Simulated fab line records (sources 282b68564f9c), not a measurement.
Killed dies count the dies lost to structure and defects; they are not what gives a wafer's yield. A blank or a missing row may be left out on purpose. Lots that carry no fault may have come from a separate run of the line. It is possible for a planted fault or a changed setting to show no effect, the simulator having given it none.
fab line records | flow rit_cmos
record lots=15 | wafers=45 | last_day=7
route steps=202 shown PLDD@122 M1@202
lots untouched by any fault: they come from a run of this same line in which no faults occurred
start_h: hours from the record's first day to the start of the lot's first wafer shown | wait_h: hours elapsed since this lot's preceding step | " the same as in the row above | L1.1+2: several wafers, shown together as one row | - either no value or no given start | * or withheld: withheld | < > ~ a bound
route shown NAME@n: NAME is a module with steps in the file, n the number in the route of the first one | usual: mean/standard deviation of fault-free wafers | same: alike in all rows | chamber/n: place in a boat | sites: per-site readings | _std_site: the standard deviation of these | _edge_site: the outer-site mean with the inner-site mean subtracted | radius_mm: how far each site lies from the wafer's centre | mask NAME#n: copy n | behind: the most recent tool/chamber to have shaped the wafer | hold: reason for holding the lot/hours on hold/outcome of the hold | device: the transistor (n, p or np) that didn't switch | end of line: tests of these same wafers at the route's end | a step given without rows: its recipe and nothing more | killed: the dies lost at the first sort to structure and to defects; this is not the yield of the wafer | map: a wafer's dies, x killed, . not, _ none there
set.NAME: the setting as run; set.NAME@STEP: as run at that earlier step | model.NAME: the simulator's own value behind a step, which no gauge read
steps of the route over a sample of lots; a table a step, a row a wafer
services: the hour from which a tool's chamber was out of use, counted from the record's first day as start_h (under 0 if before that day), plus the number of hours and why
## steps
# step RIT_PLDD_IMPLANT_08
# recipe species=BF2 | energy_kev=20 | dose_cm2=9e+14 | tilt_deg=7
# usual dose_ions_cm2=9e+14/1.1e+12 | end_station_pressure_torr=7.3e-06/3.8e-07 | faraday_current_uA=2822/55
lot.wafer | tool         | chamber | start_h | wait_h | dose_ions_cm2 | end_station_pressure_torr | faraday_current_uA
L533.2    | implanter-01 | 0       | 53.52   | 0.1    | 8.979e+14     | 6.9e-06                   | 2814
L533.5    | "            | 0       | "       | "      | 8.993e+14     | 6.6e-06                   | 2716
L533.6    | "            | 0       | "       | "      | 8.992e+14     | 6.7e-06                   | 2917
L534.1    | implanter-01 | 0       | 58.42   | 0.1    | 9.015e+14     | 7.3e-06                   | 2742
L534.2    | "            | 0       | "       | "      | 9.003e+14     | 7e-06                     | 2915
L534.4    | "            | 0       | "       | "      | 9.015e+14     | 7.9e-06                   | 2811
L535.1    | implanter-03 | 0       | 58.54   | 0.1    | 9.003e+14     | 6.7e-06                   | 2755
L535.2    | "            | 0       | "       | "      | 8.995e+14     | 6.8e-06                   | 2889
L535.3    | "            | 0       | "       | "      | 8.983e+14     | 7.2e-06                   | 2810
L536.2    | implanter-03 | 0       | 66.86   | 0.1    | 8.993e+14     | 7.5e-06                   | 2953
L536.3    | "            | 0       | "       | "      | 8.996e+14     | 7.4e-06                   | 2838
L536.5    | "            | 0       | "       | "      | 8.991e+14     | 7.8e-06                   | 2831
L537.1    | implanter-01 | 0       | 70.05   | 0.1    | 9.006e+14     | 7.5e-06                   | 2812
L537.2    | "            | 0       | "       | "      | 8.999e+14     | 7.3e-06                   | 2754
L537.5    | "            | 0       | "       | "      | 8.991e+14     | 7.1e-06                   | 2748
L538.2    | implanter-04 | 0       | 74.07   | 0.1    | 9e+14         | 7e-06                     | 2937
L538.4    | "            | 0       | "       | "      | 9.003e+14     | 7.5e-06                   | 2819
L538.6    | "            | 0       | "       | "      | 9.009e+14     | 7.2e-06                   | 2869
L539.3    | implanter-04 | 0       | 76.72   | 0.1    | 9.007e+14     | 7.5e-06                   | 2807
L539.4    | "            | 0       | "       | "      | 8.997e+14     | 8.2e-06                   | 2797
L539.5    | "            | 0       | "       | "      | 9.01e+14      | 7.2e-06                   | 2890
L541.1    | implanter-04 | 0       | 89.25   | 0.1    | 1.4405e+15    | 9.2e-06                   | 4524
L541.2    | "            | 0       | "       | "      | 1.4398e+15    | 8.9e-06                   | 4352
L541.6    | "            | 0       | "       | "      | 1.4404e+15    | 8.4e-06                   | 4676
L542.1    | implanter-04 | 0       | 100.97  | 0.1    | 1.4407e+15    | 8.3e-06                   | 4443
L542.3    | "            | 0       | "       | "      | 1.4404e+15    | 9.5e-06                   | 4483
L542.4    | "            | 0       | "       | "      | 1.44e+15      | 8.8e-06                   | 4363
L543.3    | implanter-04 | 0       | 106.21  | 0.1    | 1.4389e+15    | 9.9e-06                   | 4593
L543.4    | "            | 0       | "       | "      | 1.4394e+15    | 9.1e-06                   | 4641
L543.5    | "            | 0       | "       | "      | 1.4389e+15    | 8.2e-06                   | 4610
L548.1    | implanter-01 | 0       | 129.47  | 0.1    | 9.007e+14     | 6.9e-06                   | 2777
L548.3    | "            | 0       | "       | "      | 8.997e+14     | 7.6e-06                   | 2788
L548.4    | "            | 0       | "       | "      | 9.006e+14     | 7.3e-06                   | 2807
L551.3    | implanter-01 | 0       | 144.41  | 0.1    | 9.002e+14     | 7.6e-06                   | 2839
L551.4    | "            | 0       | "       | "      | 9.014e+14     | 6.7e-06                   | 2752
L551.5    | "            | 0       | "       | "      | 9.015e+14     | 7.6e-06                   | 2854
L552.1    | implanter-01 | 0       | 149.12  | 0.1    | 8.985e+14     | 7.3e-06                   | 2771
L552.3    | "            | 0       | "       | "      | 9.008e+14     | 7.1e-06                   | 2756
L552.5    | "            | 0       | "       | "      | 8.987e+14     | 7e-06                     | 2839
L555.1    | implanter-03 | 0       | 161.71  | 0.1    | 8.997e+14     | 7.7e-06                   | 2761
L555.3    | "            | 0       | "       | "      | 9.01e+14      | 7.2e-06                   | 2804
L555.4    | "            | 0       | "       | "      | 9.002e+14     | 8.4e-06                   | 2817
L556.1    | implanter-01 | 0       | 164.45  | 0.1    | 8.996e+14     | 7.4e-06                   | 2812
L556.2    | "            | 0       | "       | "      | 8.983e+14     | 7.1e-06                   | 2834
L556.5    | "            | 0       | "       | "      | 8.989e+14     | 6.8e-06                   | 2767
# step RIT_PLDD_TW_MEAS_10
# usual PLDD_TW=2361/15
lot.wafer | tool          | chamber | start_h | wait_h | hold                     | PLDD_TW
L533.2    | film_metro-02 | -       | 53.83   | 0.1    | -                        | 2369
L533.5    | "             | -       | "       | "      | -                        | 2360
L533.6    | "             | -       | "       | "      | -                        | 2366
L534.1    | film_metro-02 | -       | 58.74   | 0.1    | -                        | 2373
L534.2    | "             | -       | "       | "      | -                        | 2376
L534.4    | "             | -       | "       | "      | -                        | 2370
L535.1    | film_metro-04 | -       | 58.86   | 0.1    | -                        | 2323
L535.2    | "             | -       | "       | "      | -                        | 2325
L535.3    | "             | -       | "       | "      | -                        | 2334
L536.2    | film_metro-02 | -       | 67.17   | 0.1    | -                        | 2359
L536.3    | "             | -       | "       | "      | -                        | 2352
L536.5    | "             | -       | "       | "      | -                        | 2370
L537.1    | film_metro-03 | -       | 70.38   | 0.1    | -                        | 2376
L537.2    | "             | -       | "       | "      | -                        | 2367
L537.5    | "             | -       | "       | "      | -                        | 2375
L538.2    | film_metro-03 | -       | 74.38   | 0.1    | -                        | 2363
L538.4    | "             | -       | "       | "      | -                        | 2367
L538.6    | "             | -       | "       | "      | -                        | 2362
L539.3    | film_metro-04 | -       | 77.02   | 0.1    | -                        | 2365
L539.4    | "             | -       | "       | "      | -                        | 2367
L539.5    | "             | -       | "       | "      | -                        | 2366
L541.1    | film_metro-02 | -       | 89.57   | 0.1    | await_dispo/0.2h/release | 2643
L541.2    | "             | -       | "       | "      | await_dispo/0.2h/release | 2646
L541.6    | "             | -       | "       | "      | await_dispo/0.2h/release | 2633
L541.1    | film_metro-02 | -       | 89.80   | 0.2    | -                        | 2640
L541.2    | "             | -       | "       | "      | -                        | 2628
L541.6    | "             | -       | "       | "      | -                        | 2644
L542.1    | film_metro-02 | -       | 101.29  | 0.1    | await_dispo/0.2h/release | 2636
L542.3    | "             | -       | "       | "      | await_dispo/0.2h/release | 2633
L542.4    | "             | -       | "       | "      | await_dispo/0.2h/release | 2638
L542.1    | film_metro-02 | -       | 101.52  | 0.2    | -                        | 2627
L542.3    | "             | -       | "       | "      | -                        | 2631
L542.4    | "             | -       | "       | "      | -                        | 2633
L543.3    | film_metro-02 | -       | 106.50  | 0.1    | await_dispo/0.2h/release | 2635
L543.4    | "             | -       | "       | "      | await_dispo/0.2h/release | 2636
L543.5    | "             | -       | "       | "      | await_dispo/0.2h/release | 2631
L543.3    | film_metro-02 | -       | 106.73  | 0.2    | -                        | 2638
L543.4    | "             | -       | "       | "      | -                        | 2640
L543.5    | "             | -       | "       | "      | -                        | 2638
L548.1    | film_metro-04 | -       | 129.79  | 0.1    | -                        | 2353
L548.3    | "             | -       | "       | "      | -                        | 2354
L548.4    | "             | -       | "       | "      | -                        | 2344
L551.3    | film_metro-04 | -       | 144.71  | 0.1    | -                        | 2338
L551.4    | "             | -       | "       | "      | -                        | 2347
L551.5    | "             | -       | "       | "      | -                        | 2343
L552.1    | film_metro-02 | -       | 149.44  | 0.1    | -                        | 2374
L552.3    | "             | -       | "       | "      | -                        | 2369
L552.5    | "             | -       | "       | "      | -                        | 2372
L555.1    | film_metro-03 | -       | 162.03  | 0.1    | -                        | 2382
L555.3    | "             | -       | "       | "      | -                        | 2371
L555.4    | "             | -       | "       | "      | -                        | 2388
L556.1    | film_metro-02 | -       | 164.77  | 0.1    | -                        | 2363
L556.2    | "             | -       | "       | "      | -                        | 2370
L556.5    | "             | -       | "       | "      | -                        | 2359
# step RIT_SDANNEAL_RS_MEAS_06
# recipe thk_meas_gauge=four-point-probe
# usual PLDD_RS=178.8/0.47
lot.wafer | tool          | chamber | start_h | wait_h | hold                     | PLDD_RS[ohm/sq]
L533.2    | film_metro-04 | -       | 60.19   | 0.1    | -                        | 178.5
L533.5    | "             | -       | "       | "      | -                        | 178.2
L533.6    | "             | -       | "       | "      | -                        | 178.9
L534.1    | film_metro-04 | -       | 65.50   | 0.1    | -                        | 178.4
L534.2    | "             | -       | "       | "      | -                        | 178.8
L534.4    | "             | -       | "       | "      | -                        | 179.0
L535.1    | film_metro-03 | -       | 65.61   | 0.1    | -                        | 179.3
L535.2    | "             | -       | "       | "      | -                        | 178.8
L535.3    | "             | -       | "       | "      | -                        | 178.9
L536.2    | film_metro-02 | -       | 73.36   | 0.1    | -                        | 179.0
L536.3    | "             | -       | "       | "      | -                        | 178.5
L536.5    | "             | -       | "       | "      | -                        | 179.3
L537.1    | film_metro-03 | -       | 76.74   | 0.1    | -                        | 178.1
L537.2    | "             | -       | "       | "      | -                        | 178.4
L537.5    | "             | -       | "       | "      | -                        | 178.0
L538.2    | film_metro-02 | -       | 80.73   | 0.1    | -                        | 179.1
L538.4    | "             | -       | "       | "      | -                        | 178.2
L538.6    | "             | -       | "       | "      | -                        | 178.6
L539.3    | film_metro-02 | -       | 83.49   | 0.1    | -                        | 178.7
L539.4    | "             | -       | "       | "      | -                        | 178.6
L539.5    | "             | -       | "       | "      | -                        | 178.9
L541.1    | film_metro-04 | -       | 98.27   | 0.2    | await_dispo/0.2h/release | 157.5
L541.2    | "             | -       | "       | "      | await_dispo/0.2h/release | 157.5
L541.6    | "             | -       | "       | "      | await_dispo/0.2h/release | 157.4
L541.1    | film_metro-04 | -       | 98.56   | 0.3    | -                        | 158.1
L541.2    | "             | -       | "       | "      | -                        | 157.6
L541.6    | "             | -       | "       | "      | -                        | 157.3
L543.3    | film_metro-04 | -       | 119.30  | 0.1    | await_dispo/0.2h/release | 157.8
L543.4    | "             | -       | "       | "      | await_dispo/0.2h/release | 157.2
L543.5    | "             | -       | "       | "      | await_dispo/0.2h/release | 157.4
L543.3    | film_metro-04 | -       | 119.58  | 0.3    | -                        | 158.0
L543.4    | "             | -       | "       | "      | -                        | 157.5
L543.5    | "             | -       | "       | "      | -                        | 157.4
L548.1    | film_metro-04 | -       | 136.13  | 0.1    | -                        | 179.0
L548.3    | "             | -       | "       | "      | -                        | 178.1
L548.4    | "             | -       | "       | "      | -                        | 178.6
L551.3    | film_metro-02 | -       | 151.47  | 0.1    | -                        | 179.0
L551.4    | "             | -       | "       | "      | -                        | 179.5
L551.5    | "             | -       | "       | "      | -                        | 179.0
L552.1    | film_metro-02 | -       | 156.18  | 0.1    | -                        | 178.9
L552.3    | "             | -       | "       | "      | -                        | 178.8
L552.5    | "             | -       | "       | "      | -                        | 179.7
L555.1    | film_metro-02 | -       | 168.46  | 0.1    | -                        | 178.6
L555.3    | "             | -       | "       | "      | -                        | 178.6
L555.4    | "             | -       | "       | "      | -                        | 179.1
L556.1    | film_metro-02 | -       | 171.07  | 0.1    | -                        | 179.6
L556.2    | "             | -       | "       | "      | -                        | 179.5
L556.5    | "             | -       | "       | "      | -                        | 179.2
# step RIT_M1_PROBE_99
# usual defect_limited_yield=97.3/1.2 | killed_at_contacts=0.1/0.25 | killed_at_front_end=7/3.2 | killed_dies=7/3.2 | killed_on_rim=2.1/1.5 | killed_open=3.5/2.2 | killed_short=3.6/2.1 | sort_bin_3_pad_short=0.1/0.22 | sort_bin_5_function=1.5/0.87 | sort_bin_6_memory=1.1/0.65 | sort_n_pass=257/3.2 | sort_yield_pct=97.3/1.2
# same gross_dies=264 | killed_at_M0_to_M3=0 | killed_at_M4_up=0 | killed_at_back_side=0 | killed_at_other=0
lot.wafer | tool      | chamber | start_h | wait_h | defect_limited_yield[%] | killed_at_contacts | killed_at_front_end | killed_dies | killed_on_rim | killed_open | killed_short | sort_bin_3_pad_short[%] | sort_bin_5_function[%] | sort_bin_6_memory[%] | sort_n_pass | sort_yield_pct[%]
L533.2    | prober-02 | -       | 67.38   | 0.1    | 97.7                    | 0                  | 6                   | 6           | 1             | 6           | 0            | 0                       | 1.9                    | 0.4                  | 258         | 97.7
L533.5    | prober-02 | -       | 67.53   | 0.2    | 96.2                    | 0                  | 10                  | 10          | 0             | 1           | 9            | 0                       | 1.9                    | 1.9                  | 254         | 96.2
L533.6    | prober-02 | -       | 67.58   | 0.2    | 97.7                    | 0                  | 6                   | 6           | 2             | 3           | 3            | 0                       | 1.1                    | 1.1                  | 258         | 97.7
L534.1    | prober-01 | -       | 72.81   | 0.1    | 99.2                    | 0                  | 2                   | 2           | 0             | 2           | 0            | 0                       | 0.4                    | 0.4                  | 262         | 99.2
L534.2    | prober-01 | -       | 72.86   | 0.1    | 99.2                    | 0                  | 2                   | 2           | 1             | 1           | 1            | 0.4                     | 0                      | 0.4                  | 262         | 99.2
L534.4    | prober-01 | -       | 72.96   | 0.2    | 96.2                    | 0                  | 10                  | 10          | 6             | 5           | 5            | 0                       | 3.0                    | 0.8                  | 254         | 96.2
L535.1    | prober-02 | -       | 74.31   | 0.1    | 99.6                    | 0                  | 1                   | 1           | 0             | 0           | 1            | 0                       | 0.4                    | 0                    | 263         | 99.6
L535.2    | prober-02 | -       | 74.36   | 0.1    | 96.2                    | 0                  | 10                  | 10          | 2             | 4           | 6            | 0.4                     | 1.9                    | 1.5                  | 254         | 96.2
L535.3    | prober-02 | -       | 74.41   | 0.2    | 97.7                    | 0                  | 6                   | 6           | 0             | 1           | 5            | 0                       | 1.1                    | 1.1                  | 258         | 97.7
L536.2    | prober-01 | -       | 80.51   | 0.1    | 96.6                    | 0                  | 9                   | 9           | 3             | 4           | 5            | 0                       | 2.3                    | 1.1                  | 255         | 96.6
L536.3    | prober-01 | -       | 80.56   | 0.2    | 98.1                    | 0                  | 5                   | 5           | 3             | 4           | 1            | 0.4                     | 1.1                    | 0.4                  | 259         | 98.1
L536.5    | prober-01 | -       | 80.66   | 0.2    | 97.0                    | 0                  | 8                   | 8           | 5             | 7           | 1            | 0                       | 2.7                    | 0.4                  | 256         | 97.0
L537.1    | prober-02 | -       | 83.98   | 0.1    | 97.3                    | 0                  | 7                   | 7           | 1             | 4           | 3            | 0                       | 0.4                    | 2.3                  | 257         | 97.3
L537.2    | prober-02 | -       | 84.03   | 0.1    | 97.7                    | 0                  | 6                   | 6           | 2             | 3           | 3            | 0.4                     | 1.1                    | 0.8                  | 258         | 97.7
L537.5    | prober-02 | -       | 84.18   | 0.2    | 96.6                    | 0                  | 9                   | 9           | 2             | 6           | 3            | 0                       | 2.3                    | 1.1                  | 255         | 96.6
L538.2    | prober-01 | -       | 88.15   | 0.1    | 97.3                    | 0                  | 7                   | 7           | 3             | 3           | 4            | 0                       | 1.5                    | 1.1                  | 257         | 97.3
L538.4    | prober-01 | -       | 88.25   | 0.2    | 97.0                    | 0                  | 8                   | 8           | 3             | 3           | 5            | 0                       | 1.9                    | 1.1                  | 256         | 97.0
L538.6    | prober-01 | -       | 88.35   | 0.2    | 97.7                    | 0                  | 6                   | 6           | 3             | 4           | 2            | 0                       | 1.5                    | 0.8                  | 258         | 97.7
L539.3    | prober-02 | -       | 90.86   | 0.2    | 97.7                    | 1                  | 5                   | 6           | 1             | 2           | 4            | 0                       | 1.1                    | 1.1                  | 258         | 97.7
L539.4    | prober-02 | -       | 90.91   | 0.2    | 95.1                    | 0                  | 13                  | 13          | 5             | 9           | 4            | 0                       | 3.0                    | 1.9                  | 251         | 95.1
L539.5    | prober-02 | -       | 90.96   | 0.2    | 97.0                    | 0                  | 8                   | 8           | 1             | 6           | 2            | 0.4                     | 1.1                    | 1.5                  | 256         | 97.0
L548.1    | prober-01 | -       | 143.50  | 0.1    | 97.3                    | 0                  | 7                   | 7           | 2             | 4           | 3            | 0                       | 1.1                    | 1.5                  | 257         | 97.3
L548.3    | prober-01 | -       | 143.60  | 0.2    | 97.0                    | 0                  | 8                   | 8           | 2             | 3           | 5            | 0                       | 2.3                    | 0.8                  | 256         | 97.0
L548.4    | prober-01 | -       | 143.65  | 0.2    | 96.6                    | 0                  | 9                   | 9           | 1             | 5           | 4            | 0                       | 2.3                    | 1.1                  | 255         | 96.6
L551.3    | prober-02 | -       | 160.01  | 0.2    | 98.9                    | 0                  | 3                   | 3           | 2             | 2           | 1            | 0                       | 1.1                    | 0                    | 261         | 98.9
L551.4    | prober-02 | -       | 160.06  | 0.2    | 96.6                    | 0                  | 9                   | 9           | 4             | 5           | 4            | 0                       | 2.3                    | 1.1                  | 255         | 96.6
L551.5    | prober-02 | -       | 160.11  | 0.2    | 96.2                    | 0                  | 10                  | 10          | 3             | 4           | 6            | 0                       | 2.3                    | 1.5                  | 254         | 96.2
L552.1    | prober-02 | -       | 164.77  | 0.1    | 97.7                    | 0                  | 6                   | 6           | 2             | 3           | 3            | 0                       | 1.1                    | 1.1                  | 258         | 97.7
L552.3    | prober-02 | -       | 164.87  | 0.2    | 98.1                    | 0                  | 5                   | 5           | 1             | 2           | 3            | 0                       | 0.8                    | 1.1                  | 259         | 98.1
L552.5    | prober-02 | -       | 164.97  | 0.2    | 98.9                    | 0                  | 3                   | 3           | 0             | 0           | 3            | 0                       | 0.8                    | 0.4                  | 261         | 98.9
L555.1    | prober-02 | -       | 175.85  | 0.1    | 97.3                    | 0                  | 7                   | 7           | 1             | 4           | 3            | 0.4                     | 1.1                    | 1.1                  | 257         | 97.3
L555.3    | prober-02 | -       | 175.95  | 0.2    | 98.1                    | 0                  | 5                   | 5           | 3             | 3           | 2            | 0                       | 1.5                    | 0.4                  | 259         | 98.1
L555.4    | prober-02 | -       | 176.00  | 0.2    | 96.2                    | 0                  | 10                  | 10          | 2             | 6           | 4            | 0.4                     | 2.3                    | 1.1                  | 254         | 96.2
L556.1    | prober-01 | -       | 178.36  | 0.1    | 97.0                    | 0                  | 8                   | 8           | 3             | 0           | 8            | 0                       | 2.3                    | 0.8                  | 256         | 97.0
L556.2    | prober-01 | -       | 178.41  | 0.1    | 97.3                    | 0                  | 7                   | 7           | 2             | 7           | 0            | 0                       | 1.9                    | 0.8                  | 257         | 97.3
L556.5    | prober-01 | -       | 178.56  | 0.2    | 97.0                    | 0                  | 8                   | 8           | 2             | 2           | 6            | 0                       | 1.5                    | 1.5                  | 256         | 97.0
# killed by level:class
L533.2 FOX1:geometric_particle:open=3 GATE:geometric_particle:open=2 FOX2:geometric_particle:open=1
L533.5 GATE:geometric_particle:short=6 SPACER:geometric_particle:short=2 REOX:geometric_particle:short=1 REOX:geometric_particle:open=1
L533.6 GATE:geometric_particle:open=2 GATE:geometric_particle:short=2 SPACER:geometric_particle:open=1 SPACER:geometric_particle:short=1
L534.1 FOX2:geometric_particle:open=1 SILICIDE:geometric_particle:open=1
L534.2 FOX1:geometric_particle:open=1 GATE:geometric_particle:short=1
L534.4 GATE:geometric_particle:short=3 SILICIDE:geometric_particle:open=3 FOX1:geometric_particle:short=1 FOX2:geometric_particle:open=1 GATE:geometric_particle:open=1 SILICIDE:geometric_particle:short=1
L535.1 GATE:geometric_particle:short=1
L535.2 GATE:geometric_particle:short=5 SPACER:geometric_particle:open=2 FOX2:geometric_particle:open=1 GATE:geometric_particle:open=1 REOX:geometric_particle:short=1
L535.3 SPACER:geometric_particle:short=3 GATE:geometric_particle:short=1 REOX:geometric_particle:short=1 SPACER:geometric_particle:open=1
L536.2 FOX1:geometric_particle:short=2 GATE:geometric_particle:short=2 FOX1:geometric_particle:open=1 FOX2:geometric_particle:open=1 GATE:geometric_particle:open=1 SPACER:geometric_particle:short=1 SILICIDE:geometric_particle:open=1
L536.3 GATE:geometric_particle:open=3 FOX1:geometric_particle:short=1 REOX:geometric_particle:open=1
L536.5 FOX1:geometric_particle:open=4 FOX1:geometric_particle:short=1 FOX2:geometric_particle:open=1 GATE:geometric_particle:open=1 SILICIDE:geometric_particle:open=1
L537.1 FOX1:geometric_particle:short=2 FOX1:geometric_particle:open=2 GATE:geometric_particle:open=2 GATE:geometric_particle:short=1
L537.2 FOX1:geometric_particle:short=2 GATE:geometric_particle:open=1 GATE:geometric_particle:short=1 REOX:geometric_particle:open=1 SPACER:geometric_particle:open=1
L537.5 GATE:geometric_particle:open=5 GATE:geometric_particle:short=2 FOX1:geometric_particle:short=1 FOX1:geometric_particle:open=1
L538.2 FOX1:geometric_particle:short=2 FOX1:geometric_particle:open=1 GATE:geometric_particle:open=1 GATE:geometric_particle:short=1 SILICIDE:geometric_particle:open=1 SILICIDE:geometric_particle:short=1
L538.4 REOX:geometric_particle:open=2 SPACER:geometric_particle:short=2 FOX1:geometric_particle:short=1 REOX:geometric_particle:short=1 SPACER:geometric_particle:open=1 SILICIDE:geometric_particle:short=1
L538.6 GATE:geometric_particle:short=2 GATE:geometric_particle:open=2 SPACER:geometric_particle:open=2
L539.3 GATE:geometric_particle:short=2 REOX:geometric_particle:open=2 REOX:geometric_particle:short=1 CONTACT:geometric_particle:short=1
L539.4 GATE:geometric_particle:open=7 FOX2:geometric_particle:open=2 GATE:geometric_particle:short=2 FOX1:geometric_particle:short=1 FOX2:geometric_particle:short=1
L539.5 GATE:geometric_particle:open=4 FOX2:geometric_particle:open=2 SILICIDE:geometric_particle:short=2
L548.1 GATE:geometric_particle:open=3 FOX1:geometric_particle:short=1 FOX2:geometric_particle:short=1 GATE:geometric_particle:short=1 SPACER:geometric_particle:open=1
L548.3 FOX1:geometric_particle:open=2 SPACER:geometric_particle:short=2 SILICIDE:geometric_particle:short=2 REOX:geometric_particle:short=1 REOX:geometric_particle:open=1
L548.4 FOX2:geometric_particle:short=2 REOX:geometric_particle:open=2 SILICIDE:geometric_particle:open=2 FOX1:geometric_particle:short=1 FOX1:geometric_particle:open=1 REOX:geometric_particle:short=1
L551.3 FOX1:geometric_particle:open=1 GATE:geometric_particle:open=1 GATE:geometric_particle:short=1
L551.4 GATE:geometric_particle:open=2 GATE:geometric_particle:short=2 FOX1:geometric_particle:short=1 FOX1:geometric_particle:open=1 FOX2:geometric_particle:short=1 REOX:geometric_particle:open=1 SPACER:geometric_particle:open=1
L551.5 GATE:geometric_particle:short=4 GATE:geometric_particle:open=2 FOX1:geometric_particle:short=1 FOX1:geometric_particle:open=1 REOX:geometric_particle:open=1 SPACER:geometric_particle:short=1
L552.1 FOX1:geometric_particle:open=2 GATE:geometric_particle:short=2 GATE:geometric_particle:open=1 SILICIDE:geometric_particle:short=1
L552.3 GATE:geometric_particle:short=2 FOX1:geometric_particle:open=1 SILICIDE:geometric_particle:open=1 SILICIDE:geometric_particle:short=1
L552.5 FOX1:geometric_particle:short=2 REOX:geometric_particle:short=1
L555.1 GATE:geometric_particle:short=2 SPACER:geometric_particle:open=2 GATE:geometric_particle:open=1 REOX:geometric_particle:short=1 SILICIDE:geometric_particle:open=1
L555.3 GATE:geometric_particle:open=2 FOX1:geometric_particle:short=1 FOX1:geometric_particle:open=1 GATE:geometric_particle:short=1
L555.4 GATE:geometric_particle:open=3 FOX1:geometric_particle:open=2 GATE:geometric_particle:short=2 REOX:geometric_particle:open=1 REOX:geometric_particle:short=1 SILICIDE:geometric_particle:short=1
L556.1 GATE:geometric_particle:short=3 REOX:geometric_particle:short=2 FOX1:geometric_particle:short=1 SPACER:geometric_particle:short=1 SILICIDE:geometric_particle:short=1
L556.2 FOX1:geometric_particle:open=3 REOX:geometric_particle:open=3 GATE:geometric_particle:open=1
L556.5 FOX2:geometric_particle:short=2 ACTIVE:geometric_particle:short=1 FOX1:geometric_particle:open=1 FOX1:geometric_particle:short=1 REOX:geometric_particle:open=1 GATE:geometric_particle:short=1 REOX:geometric_particle:short=1
## services
tool         | chamber | start_h | hours | kind
implanter-03 | -       | 50.85   | 3.1   | repair
implanter-03 | -       | 51.98   | 1.2   | repair
implanter-01 | -       | 66.67   | 3.3   | pm
implanter-03 | -       | 67.06   | 5.6   | pm
implanter-04 | -       | 69.98   | 3.8   | pm
implanter-01 | -       | 92.11   | 1.5   | repair
implanter-01 | -       | 98.33   | 10.6  | repair
implanter-03 | -       | 106.03  | 3.0   | repair
implanter-01 | -       | 124.51  | 4.6   | pm
implanter-03 | -       | 128.25  | 2.3   | repair
implanter-04 | -       | 154.48  | 1.6   | repair
## key
first_sign step=RIT_PLDD_IMPLANT_08 | reading=dose_ions_cm2 | direction=up | sigmas=99+ | usual=9e+14 | struck=1.4399e+15
effect step=RIT_PLDD_IMPLANT_08 | reading=faraday_current_uA | direction=up | sigmas=31 | usual=2822 | struck=4521
effect step=RIT_PLDD_TW_MEAS_10 | reading=visit | direction=added
effect step=RIT_PLDD_TW_MEAS_10 | reading=PLDD_TW | direction=up | sigmas=18 | usual=2361 | struck=2637
effect step=RIT_SDANNEAL_RS_MEAS_06 | reading=PLDD_RS | direction=down | sigmas=45 | usual=178.8 | struck=157.5
met_at RIT_PLDD_IMPLANT_08
struck_lots L541,L542,L543
scrapped_behind RIT_SDANNEAL_RS_MEAS_06 L541.1,L541.2,L541.6,L543.3,L543.4,L543.5
rows_end L542.1,L542.3,L542.4
onset_between 76.72 89.25
fault kind=process_parameter_drift | tool=implanter-04 | chamber=- | onset_h=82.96 | steps=RIT_PLDD_IMPLANT_08 | channel=dose_cm2 | offset=5.4e+14 | shape=step | end_h=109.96 | acts_in=these_recipes_only | stated=9e+14
# rows_end: these wafers met a further fault down the route, and their rows from its step on are left out
